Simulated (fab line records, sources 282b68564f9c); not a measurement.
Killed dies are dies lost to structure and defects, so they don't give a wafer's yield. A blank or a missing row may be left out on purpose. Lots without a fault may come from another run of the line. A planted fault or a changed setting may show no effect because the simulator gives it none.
fab line records | flow rit_cmos
record lots=15 wafers=45 last_day=7
route steps=202 shown NRETRO@62 PLDD@123 SILICIDE@166 M1@194
lots that met no fault: from a run of the same line without faults
start_h: hours from the record's first day to the start of the lot's first wafer shown | wait_h: hours since the lot's step before | " the same as in the row above | L1.1+2: a row that stands for several wafers | - no value, or no start given | * or withheld: withheld | < > ~ a bound
route shown NAME@n: a module of which the file shows steps, and the number in the route of the first | usual: mean/standard deviation of fault-free wafers | same: alike in all rows | chamber/n: place in a boat | sites: the reading at each site | _std_site: their standard deviation | _edge_site: outer sites' mean less inner sites' | radius_mm: how far each site lies from the wafer's centre | mask NAME#n: copy n | behind: the tool/chamber that last shaped the wafer | hold: why the lot was held/for how many hours/how that ended | device: the transistor (n, p or np) that didn't switch | end of line: the same wafers' tests at the end of the route | a step without rows: its recipe alone | killed: dies lost to structure and defects at the first sort, not the wafer's yield | map: a wafer's dies, x killed, . not, _ none there
set.NAME: the setting as run; set.NAME@STEP: as run at that earlier step | model.NAME: the simulator's own value behind a step, which no gauge read
steps of the route over a sample of lots; a table a step, a row a wafer
services: from which hour (start_h, from the record's first day; less than 0 if before it) a tool's chamber was out of use, for how many hours, and why
## steps
# step RIT_NRETRO_STRIP_09
# recipe chemistry=O2 time_s=180 resist=NOVOLAK platen_temp_c=withheld power_w=500 pressure_mtorr=4000 o2_flow_sccm=4000
# usual drypump_motor_current_A=5.9/0.55
# columns lot.wafer tool chamber start_h wait_h drypump_motor_current_A rf_hours_counter_h
L917.1 plasma_asher-03 1 35.63 0.1 5.6 37
L917.3 " 0 " " 6.5 -
L917.6 " 0 " " 6.5 -
L919.3 plasma_asher-04 1 49.18 0.1 5.4 -
L919.5 " 0 " " 6.0 -
L919.6 " 1 " " 5.4 -
L920.2 plasma_asher-01 0 54.20 0.1 6.6 42
L920.5 " 0 " " 6.6 -
L920.6 " 1 " " 5.1 -
L921.2 plasma_asher-03 0 60.46 0.1 6.5 39
L921.3 " 0 " " 6.5 -
L921.4 " 1 " " 5.6 -
L922.2 plasma_asher-04 0 60.72 0.1 6.1 41
L922.3 " 1 " " 5.4 -
L922.6 " 0 " " 6.0 -
L923.3 plasma_asher-01 0 65.89 0.1 6.6 -
L923.4 " 1 " " 5.1 -
L923.5 " 0 " " 6.6 -
L924.2 plasma_asher-01 1 70.08 0.1 5.1 43
L924.4 " 0 " " 6.6 -
L924.6 " 0 " " 6.6 -
L925.1 plasma_asher-01 1 74.37 0.1 5.1 44
L925.4 " 1 " " 5.1 -
L925.5 " 0 " " 6.6 -
L926.2 plasma_asher-03 1 79.87 0.1 5.6 41
L926.3 " 0 " " 6.4 -
L926.5 " 0 " " 6.4 -
L927.1 plasma_asher-04 1 90.68 0.1 5.4 45
L927.2 " 0 " " 6.0 45
L927.6 " 1 " " 5.4 -
L928.1 plasma_asher-03 1 92.11 0.1 5.6 43
L928.2 " 0 " " 6.4 43
L928.6 " 1 " " 5.6 -
L935.1 plasma_asher-04 0 125.80 0.1 6.0 1
L935.2 " 1 " " 5.4 1
L935.4 " 1 " " 5.4 -
L937.2 plasma_asher-03 1 136.62 0.1 5.6 48
L937.4 " 1 " " 5.6 -
L937.5 " 1 " " 5.6 -
L938.2 plasma_asher-04 0 145.15 0.1 6.1 3
L938.4 " 0 " " 6.1 -
L938.6 " 1 " " 5.4 -
L939.1 plasma_asher-01 0 146.58 0.1 6.6 51
L939.4 " 1 " " 5.1 -
L939.6 " 0 " " 6.6 -
# step RIT_PLDD_STRIP_09
# recipe chemistry=O2 time_s=180 resist=NOVOLAK platen_temp_c=withheld power_w=500 pressure_mtorr=4000 o2_flow_sccm=4000
# usual drypump_motor_current_A=5.9/0.57
# columns lot.wafer tool chamber start_h wait_h drypump_motor_current_A rf_hours_counter_h
L917.1 plasma_asher-01 0 52.34 0.1 6.6 42
L917.3 " 0 " " 6.6 -
L917.6 " 0 " " 6.6 -
L919.3 plasma_asher-03 0 64.01 0.1 6.5 -
L919.5 " 0 " " 6.5 -
L919.6 " 1 " " 5.6 -
L920.2 plasma_asher-04 0 68.02 0.1 6.0 42
L920.5 " 1 " " 5.4 -
L920.6 " 0 " " 6.0 -
L922.2 plasma_asher-03 1 75.68 0.1 5.6 41
L922.3 " 0 " " 6.4 -
L922.6 " 0 " " 6.4 -
L921.2 plasma_asher-03 1 77.67 0.1 5.6 41
L921.3 " 0 " " 6.4 -
L921.4 " 1 " " 5.6 -
L923.3 plasma_asher-03 0 81.48 0.1 6.4 -
L923.4 " 1 " " 5.6 -
L923.5 " 0 " " 6.5 -
L924.2 plasma_asher-04 1 84.01 0.1 5.4 44
L924.4 " 0 " " 6.0 -
L924.6 " 1 " " 5.4 -
L925.1 plasma_asher-01 1 88.08 0.1 5.1 45
L925.4 " 0 " " 6.6 -
L925.5 " 1 " " 5.1 -
L926.2 plasma_asher-01 0 93.85 0.1 6.6 46
L926.3 " 0 " " 6.6 -
L926.5 " 1 " " 5.1 -
L927.1 plasma_asher-03 0 104.14 0.1 6.5 44
L927.2 " 1 " " 5.6 44
L927.6 " 1 " " 5.6 -
L928.1 plasma_asher-04 1 106.80 0.1 5.4 46
L928.2 " 0 " " 6.0 46
L928.6 " 0 " " 6.0 -
L935.1 plasma_asher-01 0 139.07 0.1 6.6 50
L935.2 " 1 " " 5.1 50
L935.4 " 1 " " 5.1 -
L937.2 plasma_asher-04 0 149.61 0.1 6.0 3
L937.4 " 1 " " 5.4 -
L937.5 " 0 " " 6.0 -
L938.2 plasma_asher-03 0 158.69 0.1 6.5 51
L938.4 " 0 " " 6.4 -
L938.6 " 1 " " 5.6 -
L939.1 plasma_asher-04 1 159.42 0.1 5.5 4
L939.4 " 0 " " 6.0 -
L939.6 " 0 " " 6.0 -
# step RIT_SILICIDE_WET_ETCH_05
# recipe chemistry=SPM target=Ti temp_c=90 time_s=120 dry=n2_spin
# usual bath_guard_temp_C=89.7/0.35 bath_heat_duty_pct=13.4/1.5
# columns lot.wafer tool chamber start_h wait_h bath_guard_temp_C bath_heat_duty_pct
L917.1 wet_bench-04 1 61.67 0.1 89.9 15.4
L917.3 " 1 " " 89.7 16.3
L917.6 " 1 " " 90.1 16.3
L919.3 wet_bench-03 0 71.14 0.0 89.2 10.8
L919.5 " 0 " " 89.7 12.0
L919.6 " 0 " " 89.3 11.4
L920.2 wet_bench-04 1 75.12 0.0 90.2 15.3
L920.5 " 1 " " 90.1 15.6
L920.6 " 1 " " 90.0 15.6
L922.2 wet_bench-04 2 83.67 0.0 89.1 15.1
L922.3 " 2 " " 89.4 14.9
L922.6 " 2 " " 89.3 13.0
L921.2 wet_bench-02 1 85.44 0.0 90.4 14.1
L921.3 " 1 " " 90.0 14.4
L921.4 " 1 " " 90.4 13.5
L923.3 wet_bench-04 0 88.98 0.0 89.8 12.8
L923.4 " 0 " " 89.3 13.8
L923.5 " 0 " " 89.4 12.6
L924.2 wet_bench-04 1 92.03 0.0 89.4 14.3
L924.4 " 1 " " 89.8 15.5
L924.6 " 1 " " 90.1 14.1
L925.1 wet_bench-04 1 95.45 0.1 - -
L925.4 " 1 " " - -
L925.5 " 1 " " - -
L926.2 wet_bench-02 2 101.33 0.0 - -
L926.3 " 2 " " - -
L926.5 " 2 " " - -
L927.1 wet_bench-02 3 111.55 0.1 - -
L927.2 " 3 " " - -
L927.6 " 3 " " - -
L928.1 wet_bench-04 2 114.51 0.1 89.1 14.5
L928.2 " 2 " " 89.5 14.8
L928.6 " 2 " " 89.3 14.7
L935.1 wet_bench-02 3 148.85 0.1 89.2 11.7
L935.2 " 3 " " 89.4 11.0
L935.4 " 3 " " 89.4 12.1
L937.2 wet_bench-04 2 157.12 0.0 89.4 16.3
L937.4 " 2 " " 89.2 14.7
L937.5 " 2 " " 88.9 14.2
L938.2 wet_bench-02 3 166.14 0.1 89.2 12.2
L938.4 " 3 " " 89.3 12.2
L938.6 " 3 " " 89.1 10.9
L939.1 wet_bench-02 3 167.27 0.1 89.5 12.3
L939.4 " 3 " " 89.9 11.4
L939.6 " 3 " " 89.4 11.8
# step RIT_M1_OVL_MEAS_10
# usual M1_OVL=-0.2/1.1
# columns lot.wafer tool chamber start_h wait_h M1_OVL[nm]
L917.1 overlay-02 - 65.85 0.1 -0.2
L917.3 " - " " -2.0
L917.6 " - " " 0.2
L919.3 overlay-01 - 75.41 0.1 -2.2
L919.5 " - " " -0.3
L919.6 " - " " -0.7
L920.2 overlay-01 - 79.14 0.1 2.0
L920.5 " - " " 0.4
L920.6 " - " " 0.5
L922.2 overlay-02 - 87.78 0.1 -1.2
L922.3 " - " " -0.6
L922.6 " - " " 0.0
L921.2 overlay-02 - 89.56 0.1 -1.4
L921.3 " - " " -0.2
L921.4 " - " " 0.9
L923.3 overlay-02 - 93.27 0.1 -2.0
L923.4 " - " " -1.4
L923.5 " - " " -1.2
L924.2 overlay-02 - 96.17 0.1 0.3
L924.4 " - " " 2.0
L924.6 " - " " 1.3
L928.1 overlay-02 - 118.75 0.1 -1.1
L928.2 " - " " -0.8
L928.6 " - " " -2.2
L935.1 overlay-01 - 152.78 0.1 1.5
L935.2 " - " " 0.0
L935.4 " - " " 0.2
L937.2 overlay-01 - 161.16 0.1 -2.5
L937.4 " - " " -0.6
L937.5 " - " " -1.5
L938.2 overlay-02 - 170.09 0.1 1.3
L938.4 " - " " -0.6
L938.6 " - " " 0.3
L939.1 overlay-01 - 171.44 0.1 0.6
L939.4 " - " " 0.7
L939.6 " - " " 0.6
## services
# columns tool chamber start_h hours kind
plasma_asher-04 - 20.89 2.8 pm
plasma_asher-03 - 99.70 4.1 repair
plasma_asher-04 - 108.75 9.0 pm
plasma_asher-04 0 108.75 9.0 vent_cycle
plasma_asher-04 1 108.75 9.0 vent_cycle
plasma_asher-01 - 112.34 9.9 pm
plasma_asher-04 0 117.75 - clean
plasma_asher-04 1 117.75 - clean
## key
first_sign step=RIT_SILICIDE_WET_ETCH_05 reading=tool_record direction=missing
effect none on later readings
met_at RIT_SILICIDE_WET_ETCH_05
struck_lots L925,L926,L927
later_rows_left_out L925.1,L925.4,L925.5,L926.2,L926.3,L926.5,L927.1,L927.2,L927.6
sort_left_out L925.1,L925.4,L925.5,L926.2,L926.3,L926.5,L927.1,L927.2,L927.6
tester_left_out L925,L926,L927
not_acting_at RIT_NRETRO_STRIP_09,RIT_PLDD_STRIP_09,RIT_M1_OVL_MEAS_10
onset_between 92.03 95.45
fault kind=skipped_step_whole tool=wet_bench-02,wet_bench-04 chamber=- onset_h=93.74 steps=RIT_SILICIDE_WET_ETCH_05 scope=struck_lots_only
# tester_left_out: of these lots the tester's yield and bins aren't shown, on N5 and GAA mostly nor the transistor test; their killed dies are dies lost to structure and defects alone, not to doping, threshold or leakage, so they don't give the yield
# sort_left_out: the simulated sort isn't trusted on such a fault, so these wafers' sort isn't shown, and their yield isn't known
# later_rows_left_out: the simulator's readings of these wafers behind a module that went badly wrong aren't trusted and aren't shown, but for the sort
